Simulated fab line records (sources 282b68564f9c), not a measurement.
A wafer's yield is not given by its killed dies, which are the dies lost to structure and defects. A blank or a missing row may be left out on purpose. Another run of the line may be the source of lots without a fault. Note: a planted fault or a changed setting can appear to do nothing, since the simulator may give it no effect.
Comparing a struck lot with a sound one | flow rit cmos | 27 out of 202 route steps
Sound: the wafers L971.2, L971.3, L971.4. Wafers struck: L976.1, L976.4, L976.6. At the end, the cause is stated.
Each step with rows lists, per side, the tool, then ch with its chambers, then its first start. Under that, the readings that differ: sound wafers | struck wafers | difference of the means | sigmas: that difference in standard deviations of wafers without a fault.
alike: a reading whose means differ by less than 2 such deviations, as well as words and numbers matching on both sides. not compared: withheld readings; readings where some wafer has no value; bounds like >300 that might hide an equal value; numbers whose values overlap and for which the record gives no deviation.
The two part at a step that has a row with sigmas, a row that says differs or no value, or rows on one side only. Non-overlapping numbers with no deviation appear without sigmas and do not part them. A reading that every wafer of one side lacks parts them only if that side has two wafers or more.

first, 4 steps without rows for these wafers: RIT_CONTACT_SOFTBAKE_04 (time 60 s); RIT_CONTACT_EXPOSE_05 (exposes mask M11, target cd 1000 nm); RIT_CONTACT_PEB_06; RIT_CONTACT_DEVELOP_07 (develop time 120 s).
RIT_CONTACT_CD_MEAS_08: target cd 1000 nm.
  sound on cd sem-02 at day 4 11:24; struck on cd sem-02 at day 5 13:00
  alike: cd nm
RIT_CONTACT_OVL_MEAS_09:
  sound on overlay-01 at day 4 11:31; struck on overlay-02 at day 5 13:07
  alike: CONTACT_OVL
then, 1 step without rows for these wafers: RIT_CONTACT_HARDBAKE_10 (time 60 s).
RIT_CONTACT_ETCH_11: etches SiO2 in CHF3/CF4/Ar, stops on TiSi2, target depth 480 nm, time 320 s.
  sound on rie diel-03 ch 0,1,3, day 4 11:41; struck on rie diel-02 ch 3, day 5 13:19
  alike: drypump motor current A, oes product au, throttle valve pct
  not compared: rf hours counter h
RIT_CONTACT_STRIP_12: strips in O2, time 180 s.
  sound on plasma asher-02 ch 0,1, day 4 11:53; struck on plasma asher-04 ch 0,1, day 5 13:36
  alike: drypump motor current A
  not compared: rf hours counter h
RIT_CONTACT_CD_MEAS_90: target cd 1000 nm.
  sound on cd sem-01 at day 4 12:05; struck on cd sem-01 at day 5 13:47
  alike: cd nm
then, 2 steps without rows for these wafers: RIT_CONTACT_CLEAN_13 (cleans in SC1, time 600 s); RIT_CONTACT_CLEAN_14 (cleans in SC2, time 600 s).
RIT_M1_SPUTTER_00: material Al, target thk 400 nm, time 500 s.
  sound on pvd sputter-04 at day 4 12:44; struck on pvd sputter-02 at day 5 14:44
  alike: throttle valve pct
RIT_M1_RS_MEAS_01: uses a four-point probe to measure.
  sound on film metro-01 at day 4 13:03; struck on film metro-04 at day 5 15:02
  reading           | sound                | struck               | difference | sigmas
  M1_AL_RS (ohm/sq) | 0.0730 0.0735 0.0727 | 0.0358 0.0361 0.0363 | -0.0370    | -45
RIT_M1_THK_MEAS_02: measures by xrf.
  sound on film metro-01 at day 4 13:10; struck on film metro-04 at day 5 15:09
  reading        | sound       | struck      | difference | sigmas
  M1_AL_THK (nm) | 395 395 398 | 804 799 803 | +406       | +68
then, 6 steps without rows for these wafers: RIT_M1_HMDS_03 (prime time 60 s); RIT_M1_COAT_04 (resist thk 1300 nm); RIT_M1_SOFTBAKE_05 (time 60 s); RIT_M1_EXPOSE_06 (exposes mask M12, target cd 2600 nm); RIT_M1_PEB_07; RIT_M1_DEVELOP_08 (develop time 68 s).
RIT_M1_CD_MEAS_09: target cd 2600 nm.
  sound on cd sem-02 at day 4 14:14; struck on cd sem-01 at day 5 16:10
  alike: cd nm
RIT_M1_OVL_MEAS_10:
  sound on overlay-01 at day 4 14:20; struck on overlay-02 at day 5 16:17
  alike: M1_OVL
then, 1 step without rows for these wafers: RIT_M1_HARDBAKE_11 (time 120 s).
RIT_M1_METAL_ETCH_12: etches Al in Cl2/BCl3, stops on SiO2, time 165 s, target depth 600 nm.
  sound on rie metal-03 ch 0,1, day 4 14:44; struck on rie metal-02 ch 1, day 5 16:34
  reading                        | sound             | struck            | difference | sigmas
  mfc cl2 sccm (sccm)            | 59.71 59.87 59.63 | 60.12 60.45 60.10 | +0.49      | +3
  oes product au (a.u.)          | 0.795 0.788 0.790 | 0.987 0.994 0.994 | +0.201     | +20
  model.etch.depth nm (nm)       | 400.9 398.1 402.6 | 575.6 579.8 574.7 | +176.2     |
  model.M1.feature depth nm (nm) | 432.1 429.6 435.5 | 575.6 579.8 574.7 | +144.3     |
  alike: drypump motor current A, throttle valve pct
  not compared: rf hours counter h
then, 1 step without rows for these wafers: RIT_M1_STRIP_13 (strips in nmp, time 600 s).
RIT_M1_PROBE_99:
  sound on prober-01 at day 4 17:02; struck on prober-02 at day 5 18:59
  reading                  | sound          | struck         | difference | sigmas
  defect limited yield (%) | 98.1 99.2 97.7 | 0 0 0          | -98        | -82
  killed_at_M0_to_M3       | 0 0 0          | 253 262 258    | +258       | +99 or more
  killed dies              | 5 2 6          | 264 264 264    | +260       | +84
  killed on rim            | 0 1 3          | 70 70 70       | +69        | +46
  sort_bin_5_function (%)  | 0.8 0.4 1.5    | 98.9 99.6 98.9 | +98.2      | +99 or more
  sort n pass              | 259 262 258    | 0 0 0          | -260       | -84
  sort yield pct (%)       | 98.1 99.2 97.7 | 0 0 0          | -98        | -82
  alike: killed at front end, killed open, killed short, sort_bin_3_pad_short, sort_bin_6_memory

== WHERE THEY PART ==
At RIT_M1_RS_MEAS_01 first; at RIT_M1_PROBE_99 last (within this record only).

WHY: what had been put in by the simulator
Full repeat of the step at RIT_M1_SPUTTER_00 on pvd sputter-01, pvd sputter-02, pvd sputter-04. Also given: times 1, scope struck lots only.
